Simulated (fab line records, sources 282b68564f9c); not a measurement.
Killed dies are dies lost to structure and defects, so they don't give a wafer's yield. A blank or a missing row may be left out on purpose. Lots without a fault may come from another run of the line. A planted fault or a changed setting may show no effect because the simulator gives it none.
A struck lot beside a sound one | flow rit_cmos | 26 steps out of a route of 202
Sound: wafers L777.2, L777.5, L777.6. Struck: wafers L771.1, L771.2, L771.5. The cause comes at the end.
At each step with rows: each side's tool, then ch and its chambers, then its first start. Under that, the readings that differ: sound wafers | struck wafers | difference of the means | sigmas: that difference in standard deviations of wafers without a fault.
alike: readings whose means differ by less than 2 such deviations, and words and numbers that are the same on both sides. not compared: withheld readings, readings that some wafer has no value for, bounds like >300 that may hide the same value, and numbers for which the record gives no deviation and whose values overlap.
The two part at a step that has a row with sigmas, a row that says differs or no value, or rows on one side only. Numbers that don't overlap but have no deviation are shown without sigmas and don't part them. A reading that every wafer of one side lacks parts them only if that side has two wafers or more.

first, 1 step without rows for these wafers: RIT_SPACER_CVD_03 (deposits Si3N4 from SiH2Cl2/NH3, target thk 250 nm, time 3300 s).
RIT_SPACER_THK_MEAS_04:
  sound on film_metro-02, day 7 09:52; struck on film_metro-01, day 6 08:59
  reading                 | sound       | struck      | difference | sigmas
  SPACER_NITRIDE_THK (nm) | 249 246 249 | 256 254 255 | +7         | +2
RIT_SPACER_ETCHBACK_05: etches Si3N4 in SF6/CHF3, stops on SiO2, target depth 250 nm, time 240 s.
  sound on rie_diel-02 ch 2,3, day 7 09:55; struck on rie_diel-03 ch 0,2, day 6 09:02
  reading                | sound             | struck          | difference | sigmas
  throttle_valve_pct (%) | 10.45 10.54 10.43 | 9.97 10.26 9.97 | -0.41      | -3
  alike: drypump_motor_current_A, oes_product_au, rf_fwd_power_W
  not compared: rf_hours_counter_h
then, 6 steps without rows for these wafers: RIT_NSD_HMDS_00 (prime time 60 s); RIT_NSD_COAT_01 (resist thk 1000 nm); RIT_NSD_SOFTBAKE_02 (time 60 s); RIT_NSD_EXPOSE_03 (exposes mask M9, target cd 40700 nm); RIT_NSD_PEB_04; RIT_NSD_DEVELOP_05 (develop time 50 s).
RIT_NSD_OVL_MEAS_06:
  sound on overlay-01, day 7 10:55; struck on overlay-02, day 6 10:02
  alike: NSD_OVL
then, 2 steps without rows for these wafers: RIT_NSD_HARDBAKE_07 (time 60 s); RIT_NSD_IMPLANT_08.
RIT_NSD_STRIP_09: strips in O2, time 180 s.
  sound on plasma_asher-02 ch 0,1, day 7 11:15; struck on plasma_asher-03 ch 0,1, day 6 10:23
  no value came back on the struck wafers for chamber_pressure_mTorr (mTorr), drypump_motor_current_A (A); on the sound wafers chamber_pressure_mTorr (mTorr) reads 4004 3997 3998
  reading                                  | sound | struck            | difference | sigmas
  model.NOVOLAK_of_NSD_COAT_01.thk_nm (nm) | 0 0 0 | 884.2 880.7 885.6 | +883.5     |
  not compared: rf_hours_counter_h
RIT_NSD_TW_MEAS_10:
  sound on film_metro-04, day 7 11:26; struck on film_metro-04, day 6 10:34
  alike: NSD_TW
then, 6 steps without rows for these wafers: RIT_PSD_HMDS_00 (prime time 60 s); RIT_PSD_COAT_01 (resist thk 1000 nm); RIT_PSD_SOFTBAKE_02 (time 60 s); RIT_PSD_EXPOSE_03 (exposes mask M10, target cd 40900 nm); RIT_PSD_PEB_04; RIT_PSD_DEVELOP_05 (develop time 50 s).
RIT_PSD_OVL_MEAS_06:
  sound on overlay-01, day 7 12:28; struck on overlay-02, day 6 11:28
  reading      | sound          | struck      | difference | sigmas
  PSD_OVL (nm) | -2.8 -1.5 -1.6 | 0.6 1.6 2.6 | +3.6       | +2
then, 2 steps without rows for these wafers: RIT_PSD_HARDBAKE_07 (time 60 s); RIT_PSD_IMPLANT_08.
RIT_PSD_STRIP_09: strips in O2, time 180 s.
  sound on plasma_asher-03 ch 0,1, day 7 13:03; struck on plasma_asher-01 ch 0,1, day 6 11:49
  alike: chamber_pressure_mTorr, drypump_motor_current_A
  not compared: rf_hours_counter_h
RIT_PSD_TW_MEAS_10:
  sound on film_metro-04, day 7 13:14; struck on film_metro-02, day 6 11:59
  reading | sound          | struck   | difference | sigmas
  PSD_TW  | 3385 3377 3376 | 30 30 30 | -3349      | -99 or more
then, 1 step without rows for these wafers: RIT_SDANNEAL_CLEAN_00 (cleans in SC1, time 608.5 s).

WHERE THEY PART
First at RIT_SPACER_THK_MEAS_04; last, within this record, at RIT_PSD_TW_MEAS_10.

WHY: what the simulator had put in
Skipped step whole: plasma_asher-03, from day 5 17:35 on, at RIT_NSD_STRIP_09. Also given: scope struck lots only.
